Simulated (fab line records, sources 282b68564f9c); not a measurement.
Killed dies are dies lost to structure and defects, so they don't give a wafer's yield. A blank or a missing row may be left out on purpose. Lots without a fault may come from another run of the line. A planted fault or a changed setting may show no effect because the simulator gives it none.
A struck lot beside a sound one | flow rit_cmos | 24 steps out of a route of 202
Sound: wafers L973.1, L973.3, L973.5. Struck: wafers L986.1, L986.3, L986.6. The cause comes at the end.
At each step with rows: each side's tool, then ch and its chambers, then its first start. Under that, the readings that differ: sound wafers | struck wafers | difference of the means | sigmas: that difference in standard deviations of wafers without a fault.
alike: readings whose means differ by less than 2 such deviations, and words and numbers that are the same on both sides. not compared: withheld readings, readings that some wafer has no value for, bounds like >300 that may hide the same value, and numbers for which the record gives no deviation and whose values overlap.
The two part at a step that has a row with sigmas, a row that says differs or no value, or rows on one side only. Numbers that don't overlap but have no deviation are shown without sigmas and don't part them. A reading that every wafer of one side lacks parts them only if that side has two wafers or more.

first, 1 step without rows for these wafers: RIT_CONTACT_HARDBAKE_10 (time 60 s).
RIT_CONTACT_ETCH_11: etches SiO2 in CHF3/CF4/Ar, stops on TiSi2, target depth 480 nm, time 320 s.
  sound on rie_diel-02 ch 0,1,3, day 3 11:33; struck on rie_diel-04 ch 1,2, day 6 02:26
  alike: drypump_motor_current_A, oes_product_au, throttle_valve_pct
  not compared: rf_hours_counter_h
RIT_CONTACT_STRIP_12: strips in O2, time 187.2 s.
  sound on plasma_asher-02 ch 0, day 3 11:44; struck on plasma_asher-01 ch 0,1, day 6 02:38
  alike: drypump_motor_current_A
  not compared: rf_hours_counter_h
RIT_CONTACT_CD_MEAS_90: target cd 1000 nm.
  sound on cd_sem-02, day 3 11:55; struck on cd_sem-02, day 6 02:48
  reading    | sound             | struck              | difference | sigmas
  cd_nm (nm) | 997.4 996.5 996.0 | 1003.6 999.4 1001.8 | +5.0       | +2
then, 2 steps without rows for these wafers: RIT_CONTACT_CLEAN_13 (cleans in SC1, time 600 s); RIT_CONTACT_CLEAN_14 (cleans in SC2, time 600 s).
RIT_M1_SPUTTER_00: material Al, target thk 400 nm, time 500 s.
  sound on pvd_sputter-02, day 3 12:24; struck on pvd_sputter-03, day 6 03:16
  alike: throttle_valve_pct
RIT_M1_RS_MEAS_01: measures by four-point-probe.
  sound on film_metro-03, day 3 12:42; struck on film_metro-03, day 6 03:34
  alike: M1_AL_RS
RIT_M1_THK_MEAS_02: measures by xrf.
  sound on film_metro-03, day 3 12:49; struck on film_metro-03, day 6 03:41
  alike: M1_AL_THK
then, 3 steps without rows for these wafers: RIT_M1_HMDS_03 (prime time 60 s); RIT_M1_COAT_04 (resist thk 1317 nm); RIT_M1_SOFTBAKE_05 (time 60 s).
RIT_M1_EXPOSE_06: exposes mask M12, target cd 2600 nm.
  sound on iline_stepper-01 ch 0, day 3 13:27; struck on iline_stepper-01 ch 0, day 6 04:19
  reading | sound             | struck                     | difference | sigmas
  mask    | M12#0 M12#0 M12#0 | M12_R1#0 M12_R1#0 M12_R1#0 | differs    |
then, 2 steps without rows for these wafers: RIT_M1_PEB_07; RIT_M1_DEVELOP_08 (develop time 68 s).
RIT_M1_CD_MEAS_09: target cd 2600 nm.
  sound on cd_sem-01, day 3 13:53; struck on cd_sem-01, day 6 05:04
  reading    | sound                | struck               | difference | sigmas
  cd_nm (nm) | 2601.5 2601.1 2600.1 | 2251.1 2250.7 2249.5 | -350.5     | -99 or more
RIT_M1_OVL_MEAS_10:
  sound on overlay-02, day 3 14:00; struck on overlay-02, day 6 05:11
  reading     | sound          | struck      | difference | sigmas
  M1_OVL (nm) | -1.2 -1.7 -1.1 | 2.7 1.5 1.8 | +3.3       | +3
then, 1 step without rows for these wafers: RIT_M1_HARDBAKE_11 (time 120 s).
RIT_M1_METAL_ETCH_12: etches Al in Cl2/BCl3, stops on SiO2, time 165 s, target depth 600 nm.
  sound on rie_metal-01 ch 1, day 3 14:17; struck on rie_metal-04 ch 0,1, day 6 05:34
  reading                | sound          | struck         | difference | sigmas
  throttle_valve_pct (%) | 8.48 8.49 8.48 | 8.15 8.14 8.40 | -0.25      | -2
  model.M1.cd_nm (nm)    | 2603 2603 2602 | 2250 2248 2249 | -354       |
  alike: drypump_motor_current_A, oes_product_au
  not compared: rf_hours_counter_h
then, 1 step without rows for these wafers: RIT_M1_STRIP_13 (strips in nmp, time 600 s).
RIT_M1_STRIP_14: strips in O2, time 180 s.
  sound on plasma_asher-02 ch 0,1, day 3 14:48; struck on plasma_asher-04 ch 0,1, day 6 05:54
  alike: drypump_motor_current_A, rf_refl_power_W
  not compared: rf_hours_counter_h
RIT_M1_CD_MEAS_90: target cd 2600 nm.
  sound on cd_sem-01, day 3 14:59; struck on cd_sem-01, day 6 06:04
  reading    | sound                | struck               | difference | sigmas
  cd_nm (nm) | 2603.2 2602.8 2601.5 | 2249.3 2247.7 2248.3 | -354.1     | -99 or more
then, 1 step without rows for these wafers: RIT_M1_ANNEAL_15 (time 1800 s).
RIT_M1_PROBE_99:
  sound on prober-02, day 3 17:26; struck on prober-02, day 6 07:49
  reading                                    | sound                | struck               | difference | sigmas
  defect_limited_yield (%)                   | 97.0 97.3 97.0       | 90.9 85.6 83.7       | -10.4      | -9
  killed_at_M0_to_M3                         | 0 0 0                | 16 21 35             | +24        | +99 or more
  killed_dies                                | 8 7 8                | 24 38 43             | +27        | +10
  sort_bin_5_function (%)                    | 2.3 1.1 1.1          | 8.7 12.5 14.4        | +10.4      | +13
  sort_n_pass                                | 256.0 257.0 256.0    | 240.0 226.0 221.0    | -27.3      | -10
  sort_yield_pct (%)                         | 97.0 97.3 97.0       | 90.9 85.6 83.7       | -10.4      | -9
  model.etest.m1.width_nm (nm)               | 2607 2603 2609       | 2247 2243 2247       | -361       |
  model.etest.tester.sort_n_pass             | 256 257 256          | 240 226 221          | -27        |
  model.etest.tester.sort_yield_pct (%)      | 96.97 97.35 96.97    | 90.91 85.61 83.71    | -10.35     |
  model.etest.tester.sort_bin_5_pct (%)      | 2.273 1.136 1.136    | 8.712 12.5 14.39     | +10.352    |
  model.etest.nmos_0p15.junction_log10_a_um  | -13.65 -13.52 -13.6  | -11.85 -11.88 -11.88 | +1.72      |
  model.etest.nmos_narrow.off_log10_a_um     | -13.34 -13.3 -13.39  | -11.85 -11.87 -11.88 | +1.48      |
  model.etest.gate_end_array.leak_log10_a_um | -12.89 -13.06 -12.95 | -11.69 -11.6 -11.69  | +1.31      |
  model.etest.nmos_0p3.off_log10_a_um        | -13.1 -13.15 -13.09  | -11.84 -11.86 -11.87 | +1.26      |
  alike: killed_at_front_end, killed_open, killed_short, sort_bin_3_pad_short, sort_bin_6_memory

WHERE THEY PART
First at RIT_CONTACT_CD_MEAS_90; last, within this record, at RIT_M1_PROBE_99.

WHY: what the simulator had put in
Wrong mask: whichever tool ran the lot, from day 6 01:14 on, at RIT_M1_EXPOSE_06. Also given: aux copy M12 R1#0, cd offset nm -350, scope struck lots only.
